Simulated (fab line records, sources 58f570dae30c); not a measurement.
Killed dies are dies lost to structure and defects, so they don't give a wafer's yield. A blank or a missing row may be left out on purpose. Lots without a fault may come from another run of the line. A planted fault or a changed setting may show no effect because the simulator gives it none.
A struck lot beside a sound one | flow berkeley_cmos170 | 41 steps out of a route of 331
Sound: wafers L763.4, L763.5, L763.6. Struck: wafers L774.2, L774.4, L774.6. The cause comes at the end.
At each step with rows: each side's tool, then ch and its chambers, then its first start. Under that, the readings that differ: sound wafers | struck wafers | difference of the means | sigmas: that difference in standard deviations of wafers without a fault.
alike: readings whose means differ by less than 2 such deviations, and words and numbers that are the same on both sides. not compared: withheld readings, readings that some wafer has no value for, bounds like >300 that may hide the same value, and numbers for which the record gives no deviation and whose values overlap.
The two part at a step that has a row with sigmas, a row that says differs or no value, or rows on one side only. Numbers that don't overlap but have no deviation are shown without sigmas and don't part them. A reading that every wafer of one side lacks parts them only if that side has two wafers or more.

first, 2 steps without rows for these wafers: UCB170_PFIELD_PEB_04; UCB170_PFIELD_DEVELOP_05 (develop time 45 s).
UCB170_PFIELD_OVL_MEAS_06:
  sound on overlay-01, day 5 07:52; struck on overlay-02, day 7 15:11
  reading         | sound   | struck   | difference | sigmas
  PFIELD_OVL (nm) | -6 0 -8 | 15 12 12 | +18        | +3
then, 1 step without rows for these wafers: UCB170_PFIELD_IMPLANT_07.
UCB170_PFIELD_STRIP_08: strips in O2.
  sound on plasma_asher-04 ch 0,1, day 5 08:04; struck on plasma_asher-01 ch 1, day 7 15:22
  alike: drypump_motor_current_A, oes_product_au, strip_time_to_endpoint_s
  not compared: rf_hours_counter_h
UCB170_PFIELD_TW_MEAS_09:
  sound on film_metro-01, day 5 08:09; struck on film_metro-04, day 7 15:28
  alike: PFIELD_TW
then, 2 steps without rows for these wafers: UCB170_FIELD_CLEAN_00 (cleans in dHF, time 7.5 s); UCB170_FIELD_OXIDATION_01 (target thk 558.3 nm, ox time 7200 s).
UCB170_FIELD_THK_MEAS_02:
  sound on film_metro-01, day 5 15:17; struck on film_metro-04, day 7 20:05
  alike: FIELD_OXIDE_THK
then, 3 steps without rows for these wafers: UCB170_FIELD_ANNEAL_03 (time 1200 s); UCB170_FIELD_WET_ETCH_04 (etches SiO2 in dHF, time 60 s); UCB170_FIELD_WET_ETCH_05 (etches Si3N4 in H3PO4, time 12600 s).
UCB170_FIELD_WET_ETCH_06: etches SiO2 in BOE, time 22 s.
  sound on wet_bench-04 ch 2, day 5 21:46; struck on wet_bench-01 ch 1, day 8 02:56
  no value came back on the struck wafers for bath_heat_duty_pct (%), run_length_s (s); on the sound wafers bath_heat_duty_pct (%) reads 6.2 6.4 6.5
  reading                                       | sound           | struck            | difference | sigmas
  model.SiO2_of_FIELD_OXIDATION_01.thk_nm (nm)  | 454 462.5 440.5 | 511.3 499.3 504.3 | +52.6      |
  model.SiO2_of_ACTIVE_OXIDATION_02.thk_nm (nm) | 0 0 0           | 21.11 20.65 21.07 | +20.94     |
UCB170_FIELD_THK_MEAS_90:
  sound on film_metro-01, day 5 21:49; struck on film_metro-02, day 8 02:57
  reading                     | sound       | struck      | difference | sigmas
  FIELD_OXIDE_LEFT_1_THK (nm) | 454 463 440 | 511 500 504 | +53        | +4
then, 11 steps without rows for these wafers: UCB170_SACOX_CLEAN_00 (cleans in dHF, time 7.5 s); UCB170_SACOX_OXIDATION_01 (target thk 14.4 nm, ox time 2400 s); UCB170_SCREENOX_WET_ETCH_00 (etches SiO2 in dHF, time 200 s); UCB170_SCREENOX_OXIDATION_01 (target thk 14.4 nm, ox time 2400 s); UCB170_SCREENOX_ANNEAL_03 (time 900 s); UCB170_NVT_HMDS_00 (prime time 60 s); UCB170_NVT_COAT_01 (resist thk 900 nm); UCB170_NVT_SOFTBAKE_02 (time 60 s); UCB170_NVT_EXPOSE_03 (exposes mask PWELL, target cd 3000 nm); UCB170_NVT_PEB_04; UCB170_NVT_DEVELOP_05 (develop time 45 s).
UCB170_NVT_OVL_MEAS_06:
  sound on overlay-02, day 6 09:19; struck on overlay-01, day 8 22:04
  alike: NVT_OVL
then, 1 step without rows for these wafers: UCB170_NVT_IMPLANT_07.
UCB170_NVT_STRIP_08: strips in O2.
  sound on plasma_asher-01 ch 0,1, day 6 09:31; struck on plasma_asher-02 ch 1, day 8 22:14
  reading                      | sound             | struck            | difference | sigmas
  strip_time_to_endpoint_s (s) | 21.61 21.61 21.58 | 21.74 21.82 21.75 | +0.17      | +3
  alike: drypump_motor_current_A, oes_product_au
  not compared: rf_hours_counter_h
UCB170_NVT_TW_MEAS_09:
  sound on film_metro-03, day 6 09:37; struck on film_metro-01, day 8 22:22
  alike: NVT_TW
then, 3 steps without rows for these wafers: UCB170_NVT_CLEAN_10 (cleans in SPM, time 600 s); UCB170_PVT_HMDS_00 (prime time 60 s); UCB170_PVT_COAT_01 (resist thk 900 nm).
UCB170_PVT_SOFTBAKE_02: time 62.52 s.
  sound on litho_track-03 ch 0, day 6 10:16; struck on litho_track-02 ch 0, day 9 00:18
  alike: plate_sensor_t_centre_C, plate_sensor_t_edge_C
then, 3 steps without rows for these wafers: UCB170_PVT_EXPOSE_03 (exposes mask NWELL, target cd 3000 nm); UCB170_PVT_PEB_04; UCB170_PVT_DEVELOP_05 (develop time 45 s).
UCB170_PVT_OVL_MEAS_06:
  sound on overlay-02, day 6 10:45; struck on overlay-01, day 9 01:04
  reading      | sound     | struck | difference | sigmas
  PVT_OVL (nm) | -2 -5 -11 | 6 8 11 | +14        | +2
then, 1 step without rows for these wafers: UCB170_PVT_IMPLANT_07.
UCB170_PVT_STRIP_08: strips in O2.
  sound on plasma_asher-01 ch 0,1, day 6 10:57; struck on plasma_asher-04 ch 0, day 9 01:14
  alike: drypump_motor_current_A, oes_product_au, strip_time_to_endpoint_s
  not compared: rf_hours_counter_h
UCB170_PVT_TW_MEAS_09:
  sound on film_metro-02, day 6 11:03; struck on film_metro-04, day 9 01:21
  reading | sound       | struck      | difference | sigmas
  PVT_TW  | 499 500 501 | 514 512 514 | +13        | +3
UCB170_FIELD_THK_MEAS_91:
  sound on film_metro-01, day 6 11:10; struck on film_metro-02, day 9 03:26
  reading                     | sound       | struck      | difference | sigmas
  FIELD_OXIDE_LEFT_2_THK (nm) | 366 374 353 | 424 412 416 | +53        | +4

WHERE THEY PART
First at UCB170_PFIELD_OVL_MEAS_06; last, within this record, at UCB170_FIELD_THK_MEAS_91.

WHY: what the simulator had put in
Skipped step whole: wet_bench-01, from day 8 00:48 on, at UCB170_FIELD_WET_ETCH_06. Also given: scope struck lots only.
